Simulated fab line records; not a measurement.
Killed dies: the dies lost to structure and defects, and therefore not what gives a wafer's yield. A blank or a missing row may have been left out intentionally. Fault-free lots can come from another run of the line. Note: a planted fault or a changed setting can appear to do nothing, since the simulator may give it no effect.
Split-lot trial | flow berkeley cmos170 | on a route of 331 steps: 5 lots, 23 wafers read

ON THE SPLIT
At UCB170_CONTACT_COAT_04 (resist thk 900 nm), the setting spin rpm was moved away from the recipe's 1500 rpm on 6 of the 23 wafers read, by -6.1% to -3.4%. The other wafers ran this setting at the recipe's value.

The reading is taken at the split's own step.

THE READING
KrF_of_CONTACT_COAT_04.thk nm (the simulator's own value, which no gauge read), in nm, at UCB170_CONTACT_COAT_04 (resist thk 900 nm). There is no usual value for it anywhere in the file. Across the 17 wafers here that went through the recipe, the average is 898.8 nm and the standard deviation 1.9 nm.

wafer  | tool, chamber at the split | spin rpm as run, rpm | against the recipe | KrF_of_CONTACT_COAT_04.thk nm, nm | against lot-mates on the recipe
L076.1 | litho track-01, 0          | 1408                 | -6.1%              | 929.1                             | +28.1
L076.2 | litho track-01, 0          | 1500                 | recipe             | 900.7                             | -
L076.3 | litho track-01, 0          | 1408                 | -6.1%              | 930.1                             | +29.1
L076.5 | litho track-01, 0          | 1408                 | -6.1%              | 929.5                             | +28.5
L076.6 | litho track-01, 0          | 1500                 | recipe             | 901.3                             | -
L074.1 | litho track-04, 0          | 1500                 | recipe             | 900                               | -
L074.2 | litho track-04, 0          | 1449                 | -3.4%              | 917.6                             | +16.9
L074.3 | litho track-04, 0          | 1500                 | recipe             | 901.4                             | -
L074.4 | litho track-04, 0          | 1449                 | -3.4%              | 918.1                             | +17.4
L074.5 | litho track-04, 0          | 1449                 | -3.4%              | 914.9                             | +14.2
L079.1 | litho track-02, 0          | 1500                 | recipe             | 898.8                             | -
L079.2 | litho track-02, 0          | 1500                 | recipe             | 897.2                             | -
L079.3 | litho track-02, 0          | 1500                 | recipe             | 897.5                             | -
L079.4 | litho track-02, 0          | 1500                 | recipe             | 896.8                             | -
L079.6 | litho track-02, 0          | 1500                 | recipe             | 897.9                             | -
L083.2 | litho track-01, 0          | 1500                 | recipe             | 895.1                             | -
L083.3 | litho track-01, 0          | 1500                 | recipe             | 898.7                             | -
L083.4 | litho track-01, 0          | 1500                 | recipe             | 896.4                             | -
L083.5 | litho track-01, 0          | 1500                 | recipe             | 898.5                             | -
L083.6 | litho track-01, 0          | 1500                 | recipe             | 899.4                             | -
L082.1 | litho track-04, 0          | 1500                 | recipe             | 900.4                             | -
L082.2 | litho track-04, 0          | 1500                 | recipe             | 898                               | -
L082.6 | litho track-04, 0          | 1500                 | recipe             | 901.7                             | -

FIT RESULTS
A straight line over all 23 wafers: KrF_of_CONTACT_COAT_04.thk nm changes by -5.07 nm for each +1% of spin rpm; r = -0.99; the points scatter about the line by 1.8 nm.
The same after taking each lot's own level away (the mean of its wafers on the recipe; 23 wafers): -4.68 nm for each +1%; r = -0.99; scatter 1.2 nm.
The reading moves by 29 nm for the largest change in spin rpm, on that fit.
Measured against the standard deviation above, the lots' own levels, which go from 897.62 to 901.00 nm, span 1.8 times it.
So the lot-to-lot level changes the slope little: the two slopes agree.
Check: for one of the wafers moved furthest among these (-6.1%), held out of the fit, the line's prediction against its lot-mates is +28.9 nm. It came out at +28.1 nm against them.

THE OTHER SPLITS THESE WAFERS WENT THROUGH
Other splits were also applied to these wafers ahead of the reading. Each is held against what the fit with the lots' levels taken away leaves over:
other split on the same wafers        | wafers away from the commonest value | r with KrF_of_CONTACT_COAT_04.thk nm (lot level and that fit taken away)
UCB170_NLDD_EXPOSE_03 dose mj         | 8                                    | +0.07
UCB170_PSD_PEB_04 peb temp c          | 10                                   | -0.04
UCB170_BACKSIDE_COAT_01 resist thk nm | 7                                    | -0.18

THE WHOLE CHAIN: every reading that the file lists as answering this split, in the file's order
step                    | what it does      | reading                                                                        | change (the file's fit)              | r (the file's)
UCB170_CONTACT_COAT_04  | resist thk 900 nm | KrF_of_CONTACT_COAT_04.thk nm (the simulator's own value, which no gauge read) | -4.68 nm for each +1% of the setting | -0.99
UCB170_CONTACT_STRIP_06 | strips in O2      | strip time to endpoint s                                                       | withheld for each +1% of the setting | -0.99

FILE'S OWN FIT
KrF_of_CONTACT_COAT_04.thk nm changes by -4.68 nm for each +1% of spin rpm, r = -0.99.
